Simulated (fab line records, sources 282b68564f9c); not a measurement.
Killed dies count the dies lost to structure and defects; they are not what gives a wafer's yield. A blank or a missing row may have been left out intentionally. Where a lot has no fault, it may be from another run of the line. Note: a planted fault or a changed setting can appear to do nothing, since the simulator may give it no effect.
Problem report, 8D (eight disciplines) form, completed by code + flow rit_cmos + the parts of the form that need people (team, actions taken, sign-off) are left out

1. THE PROBLEM
Mean of run_length_s at RIT_M1_STRIP_14: 102.5 s across 3 wafers in 2 lots; on wafers with no fault it is 208.3 s (standard deviation 0.54). That is -99 or more standard deviations from the usual mean.
The step: strips in O2, time 180 s.
Seen first at day 7 07:16 on plasma_asher-01, wafer L338.2. The record has a number at this step for 42 wafers belonging to 14 lots. Rule for "out", or "out of limits": more than 4 standard deviations from the usual mean. Any other wafer with a number is counted as sound.

2. WHAT IT IS, WHAT IT ISN'T
| question                    | is                     | is not                                                                          |
|-----------------------------|------------------------|---------------------------------------------------------------------------------|
| which readings at this step | run_length_s           | drypump_motor_current_A, o2_flow_sccm                                           |
| which lots                  | L338, L341             | L320, L322, L324, L326, L329, L330, L331, L333, L334, L335, L340, L343          |
| which wafers of those lots  | L338.2, L338.5, L341.1 | L338.6, L341.2, L341.3                                                          |
| read on which tools         | plasma_asher-01        | plasma_asher-02, plasma_asher-04                                                |
| when                        | from day 7 07:16       | up to then (31 sound wafers); but 8 sound wafers of L340, L341, L343 came after |

3. THE SUSPECTS, EACH WITH WHAT RULES IT OUT
Counting: any tool at a process step up to the reading remains a suspect provided it ran every lot that is out. Sound lots after the first of them don't rule it out here, since some wafers of a struck lot are sound.
- plasma_asher-01 at RIT_M1_STRIP_14 (strips in O2, time 180 s): kept. It processed each lot that is out (first: L338, day 7 07:16); up to then, its last sound lot is L333 (day 6 07:08). Out on those wafers are its own readings of run_length_s.
- The sound lot-mates ran in chamber 1 of plasma_asher-01 at RIT_M1_STRIP_14, but the wafers that are out ran in chamber 0.
After counting, what remains is plasma_asher-01 at RIT_M1_STRIP_14.

4. THE CAUSE (what the simulator had put in)
plasma_asher-01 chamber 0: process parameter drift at RIT_M1_STRIP_14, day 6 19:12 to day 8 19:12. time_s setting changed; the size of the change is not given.
The count eliminated every tool but this one.

5. SEQUENCE OF EFFECTS, ordered by route
Rows list readings where the struck wafers' mean (over those with a number) sits beyond 3 standard deviations from the usual. Scope: only readings with a usual standard deviation given in the record; hours: median across lots of the time from each lot's start at the first step in this table that gives one to its start at this step; sigmas: change in usual standard deviations.
| hours | step            | reading      | usual   | on struck wafers | change | sigmas      |
|-------|-----------------|--------------|---------|------------------|--------|-------------|
| 0     | RIT_M1_STRIP_14 | run_length_s | 208.3 s | 102.5            | -105.8 | -99 or more |
The process steps in it:
- RIT_M1_STRIP_14: strips in O2, time 180 s.

6. HOW IT WOULD HAVE BEEN CAUGHT EARLIER
In this record no reading fell out of limits until day 7 07:16, 12 hours after the fault had begun at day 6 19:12.
